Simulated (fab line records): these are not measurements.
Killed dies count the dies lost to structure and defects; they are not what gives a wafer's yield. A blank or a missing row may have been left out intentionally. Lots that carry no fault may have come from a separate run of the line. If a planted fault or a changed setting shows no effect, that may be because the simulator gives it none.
2 desks, one fault | flow rit-cmos | each desk has only its own numbers; what lay behind them comes last

== METROLOGY DESK ==
Means of the sampled wafers that have a number, per lot and without regard to the tool the lot ran on: this is what the gauges read. If a lot's mean is further than 4 standard deviations from the usual mean, the lot is out of limits and carries the mark OUT (the distance appears in the brackets).
Columns: A = SILICIDE_TI_RS at RIT_SILICIDE_RS_MEAS_02, usual 47.9 ohm/sq; B = SILICIDE_TI_THK at RIT_SILICIDE_THK_MEAS_03, usual 30.5 nm
lot  | first seen here | A              | B
L858 | day 3 02:22     | 48.3           | 30.4
L859 | day 3 08:32     | 48.0           | 30.5
L860 | day 3 12:39     | 48.5           | 30.2
L861 | day 3 16:43     | 47.9           | 30.6
L862 | day 3 23:28     | 48.1           | 30.5
L866 | day 4 23:20     | 47.0           | 31.1
L868 | day 5 11:08     | 63.2 (+22) OUT | 26.3 (-11) OUT
L873 | day 6 09:27     | 48.1           | 30.3
L875 | day 6 20:19     | 48.5           | 30.1
L877 | day 7 03:56     | 46.7           | 31.0
L879 | day 7 14:17     | 48.1           | 30.5
L880 | day 7 20:46     | 47.1           | 31.0
L881 | day 8 02:29     | 47.0           | 30.7
This desk finds L868 out of limits, with the earliest case on L868 at day 5 11:08 (SILICIDE_TI_RS at RIT_SILICIDE_RS_MEAS_02). L858, L859, L860, L861, L862, L866, L873, L875, L877, L879, L880, L881: within limits.

== AT THE TOOL OWNER'S DESK: pvd-sputter-04 ==
The tool's own readings at RIT_SILICIDE_SPUTTER_01 (material Ti, target thk 30 nm, time 240 s): means of the sampled wafers that have a number, for each lot that ran on this tool. If a lot's mean is further than 4 standard deviations from the usual mean, the lot is out of limits and carries the mark OUT (the distance appears in the brackets).
Columns: A = throttle-valve-pct at RIT_SILICIDE_SPUTTER_01, usual 29.6 %
lot  | first seen here | A
L858 | day 3 02:10     | 28.7
L860 | day 3 12:29     | 29.8
L862 | day 3 23:19     | 28.3
L868 | day 5 10:58     | 28.8
L880 | day 7 20:37     | 29.3
This desk found nothing out of limits on any of the 5 lots.

== BROUGHT TOGETHER ==
At day 5 11:08 the metrology desk could have sounded an alarm, on L868.
The desk of the tool owner found nothing out of limits.
Tool owner's desk: L868 on record, inside its limits.
The lots listed all ran RIT_SILICIDE_SPUTTER_01 on pvd-sputter-04.

== WHAT HAD BEEN PUT IN BY THE SIMULATOR ==
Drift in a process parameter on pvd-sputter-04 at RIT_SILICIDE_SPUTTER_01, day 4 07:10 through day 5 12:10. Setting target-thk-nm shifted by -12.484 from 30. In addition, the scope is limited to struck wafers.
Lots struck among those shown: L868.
Delay in hours, fault start to first out-of-limits reading, per desk: metrology desk 28.
